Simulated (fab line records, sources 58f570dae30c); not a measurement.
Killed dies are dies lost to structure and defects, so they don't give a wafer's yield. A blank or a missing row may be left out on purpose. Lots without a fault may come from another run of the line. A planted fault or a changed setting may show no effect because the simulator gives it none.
Problem report in the 8D (eight disciplines) form, filled by code | flow berkeley_cmos170 | the parts of the form that need people (team, actions taken, sign-off) are left out

1. THE PROBLEM
oes_product_au at UCB170_GATE_ETCH_15 reads a mean of 0.949 a.u. on 9 wafers of 3 lots; wafers without a fault read 0.831 a.u. with a standard deviation of 0.017. That is +6.9 standard deviations from the usual mean.
The step: etches poly-Si in HBr/Cl2, stops on SiO2, time 56.3 s, target depth 278.2 nm.
First seen on wafer L318.1, day 10 00:45, on rie_si-02. The record holds 45 wafers of 15 lots with a number at this step. Rule for "out", or "out of limits": more than 4 standard deviations from the usual mean. The other wafers with a number count as sound.

2. WHAT IT IS AND WHAT IT IS NOT
question                    | is                     | is not
which readings at this step | oes_product_au         | drypump_motor_current_A, he_backside_leak_sccm, throttle_valve_pct
which lots                  | L318, L320, L322       | L306, L307, L308, L309, L310, L311, L313, L315, L316, L317, L319, L328
which wafers of those lots  | all that have a number | -
read on which tools         | rie_si-02              | rie_si-01
when                        | from day 10 00:45      | up to then (33 sound wafers); but 3 sound wafers of L328 came after

3. SUSPECTS, AND WHAT RULES EACH OUT
Counting: a tool at a process step up to the reading stays a suspect if it ran every lot that is out and no sound lot after the first of them.
- rie_si-02 at UCB170_GATE_ETCH_15 (etches poly-Si in HBr/Cl2, stops on SiO2, time 56.3 s, target depth 278.2 nm): kept. It ran every lot that is out, first L318 (day 10 00:45), and no sound lot after that; its last sound lot up to then is L316 (day 9 22:06). Its own readings are out on those wafers: oes_product_au.
Left after counting: rie_si-02 at UCB170_GATE_ETCH_15.

4. THE CAUSE (what the simulator had put in)
Process parameter drift: rie_si-02, from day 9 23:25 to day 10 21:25, at UCB170_GATE_ETCH_15. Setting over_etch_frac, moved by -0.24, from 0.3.
Counting left only this tool.

5. THE CHAIN OF EFFECTS, in route order
Each row: a reading whose mean over the struck wafers that have a number lies more than 3 standard deviations from the usual. Only readings for which the record gives a usual standard deviation are gone through. hours: the time from each lot's start at the first step in this table that gives one to its start at this step, as a median over the lots. sigmas: the change in usual standard deviations.
hours | step                | reading        | usual      | on struck wafers | change | sigmas
0     | UCB170_GATE_ETCH_15 | oes_product_au | 0.831 a.u. | 0.949            | +0.118 | +6.9
The process steps in it:
- UCB170_GATE_ETCH_15: etches poly-Si in HBr/Cl2, stops on SiO2, time 56.3 s, target depth 278.2 nm.

6. WHAT WOULD HAVE CAUGHT IT SOONER
In this record the first reading out of limits was taken at day 10 00:45, 1 hour after the fault began at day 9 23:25.
